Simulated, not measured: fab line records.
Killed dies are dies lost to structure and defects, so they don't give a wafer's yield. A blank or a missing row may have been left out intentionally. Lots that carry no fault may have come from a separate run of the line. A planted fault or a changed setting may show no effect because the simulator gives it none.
Problem report in the 8D (eight disciplines) form, filled by code | flow berkeley_cmos170 | the parts of the form that need people (team, actions taken, sign-off) are left out

== 1. THE ISSUE ==
run_length_s at UCB170_M2_METAL_ETCH_18 reads a mean of 207.1 s on 6 wafers of 2 lots; wafers without a fault read 223.3 s with a standard deviation of 0.5. Measured from the usual mean, that is -32 standard deviations.
The step: etches Al in Cl2/BCl3, stops on SiO2, target depth 1170 nm, time 195 s.
The first sign was on wafer L247.1 at day 9 15:27, on rie_metal-02. At this step, 18 wafers from 6 lots have a number in the record. Rule for "out", or "out of limits": more than 4 standard deviations from the usual mean. The rest of the wafers with a number are treated as sound.

== 2. WHAT IT IS, WHAT IT ISN'T ==
question                    | is                           | is not
which readings at this step | run_length_s, oes_product_au | he_backside_leak_sccm, throttle_valve_pct
which lots                  | L246, L247                   | L236, L241, L254, L256
which wafers of those lots  | all that have a number       | -
read on which tools         | rie_metal-02                 | rie_metal-04
when                        | from day 9 15:27             | up to then (6 sound wafers); but 6 sound wafers of L254, L256 came after

== 3. WHAT RULES OUT EACH SUSPECT ==
Counting: any tool at a process step up to the reading is kept as a suspect provided that every lot that is out went through it and no sound lot did after the first of them.
- rie_metal-02 at UCB170_M2_METAL_ETCH_18 (etches Al in Cl2/BCl3, stops on SiO2, target depth 1170 nm, time 195 s): kept. All lots that are out passed through it, beginning with L247 at day 9 15:27, and no sound lot followed; its final sound lot before that point was L241 at day 8 11:01. Out on those wafers are its own readings of oes_product_au, run_length_s.
Left after counting: rie_metal-02 at UCB170_M2_METAL_ETCH_18.

== 4. THE CAUSE (what the simulator had put in) ==
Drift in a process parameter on rie_metal-02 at UCB170_M2_METAL_ETCH_18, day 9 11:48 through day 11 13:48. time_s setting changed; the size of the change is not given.
After counting, this tool was the only one left.

== 5. THE CHAIN OF EFFECTS, in route order ==
One row per reading whose mean, taken over the struck wafers that have a number, lies over 3 standard deviations from the usual. Readings are gone through only where the record gives a usual standard deviation; hours: the median, over the lots, of the time from a lot's start at the first step in this table giving one to that lot's start at this step; sigmas: the change measured in usual standard deviations.
hours | step                    | reading        | usual      | on struck wafers | change | sigmas
0     | UCB170_M2_METAL_ETCH_18 | oes_product_au | 0.853 a.u. | 0.941            | +0.088 | +12
0     | UCB170_M2_METAL_ETCH_18 | run_length_s   | 223.3 s    | 207.1            | -16.2  | -32
Process steps it contains:
- UCB170_M2_METAL_ETCH_18: etches Al in Cl2/BCl3, stops on SiO2, target depth 1170 nm, time 195 s.

== 6. WHAT WOULD HAVE CAUGHT IT SOONER ==
First out-of-limits reading in this record: day 9 15:27, which is 4 hours after fault onset at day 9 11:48.
